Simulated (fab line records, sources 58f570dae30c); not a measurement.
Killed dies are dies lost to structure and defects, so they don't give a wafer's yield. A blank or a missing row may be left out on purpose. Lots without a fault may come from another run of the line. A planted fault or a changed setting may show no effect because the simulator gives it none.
Split-lot experiment | flow berkeley_cmos170 | 5 lots, 23 wafers read, on a route of 331 steps

THE SPLIT
At UCB170_GATE_OXIDATION_01 (target thk 6.6 nm, ox time 1800 s), the setting ox_time_s was moved away from the recipe's 1800 s on 15 of the 23 wafers read, by -14.2% to +7.8%. The other wafers ran this setting at the recipe's value.

The reading is taken at the split's own step.

THE READING
SiO2_of_GATE_OXIDATION_01.thk_nm (the simulator's own value, which no gauge read), in nm, at UCB170_GATE_OXIDATION_01 (target thk 6.6 nm, ox time 1800 s). The file gives no usual value for it. The 8 wafers here that ran the recipe average 6.694 nm, standard deviation 0.11 nm.

wafer  | tool, chamber at the split | ox_time_s as run, s | against the recipe | SiO2_of_GATE_OXIDATION_01.thk_nm, nm | against lot-mates on the recipe
L077.3 | furnace-02, 0              | 1800                | recipe             | 6.69                                 | -
L077.4 | furnace-02, 0              | 1800                | recipe             | 6.882                                | -
L077.6 | furnace-02, 0              | 1800                | recipe             | 6.811                                | -
L078.1 | -, -                       | 1599                | -11.2%             | 6.192                                | no lot-mate on the recipe
L078.2 | -, -                       | 1599                | -11.2%             | 6.1                                  | no lot-mate on the recipe
L078.3 | -, -                       | 1599                | -11.2%             | 6.19                                 | no lot-mate on the recipe
L078.4 | -, -                       | 1599                | -11.2%             | 6.283                                | no lot-mate on the recipe
L078.6 | -, -                       | 1599                | -11.2%             | 6.093                                | no lot-mate on the recipe
L080.2 | -, -                       | 1940                | +7.8%              | 6.851                                | no lot-mate on the recipe
L080.3 | -, -                       | 1940                | +7.8%              | 6.912                                | no lot-mate on the recipe
L080.4 | -, -                       | 1940                | +7.8%              | 6.843                                | no lot-mate on the recipe
L080.5 | -, -                       | 1940                | +7.8%              | 6.949                                | no lot-mate on the recipe
L080.6 | -, -                       | 1940                | +7.8%              | 6.98                                 | no lot-mate on the recipe
L081.1 | -, -                       | 1544                | -14.2%             | 5.705                                | no lot-mate on the recipe
L081.2 | -, -                       | 1544                | -14.2%             | 5.771                                | no lot-mate on the recipe
L081.4 | -, -                       | 1544                | -14.2%             | 5.638                                | no lot-mate on the recipe
L081.5 | -, -                       | 1544                | -14.2%             | 5.577                                | no lot-mate on the recipe
L081.6 | -, -                       | 1544                | -14.2%             | 5.693                                | no lot-mate on the recipe
L082.2 | -, -                       | 1800                | recipe             | 6.658                                | -
L082.3 | -, -                       | 1800                | recipe             | 6.665                                | -
L082.4 | -, -                       | 1800                | recipe             | 6.489                                | -
L082.5 | -, -                       | 1800                | recipe             | 6.649                                | -
L082.6 | -, -                       | 1800                | recipe             | 6.708                                | -

THE FIT
A straight line over all 23 wafers: SiO2_of_GATE_OXIDATION_01.thk_nm changes by +0.0527 nm for each +1% of ox_time_s; r = +0.94; the points scatter about the line by 0.16 nm.
Too few moved wafers have a lot-mate on the recipe to fit a line with each lot's own level taken away.

THE FILE'S OWN FIT
SiO2_of_GATE_OXIDATION_01.thk_nm changes by +0.0527 nm for each +1% of ox_time_s, r = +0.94.
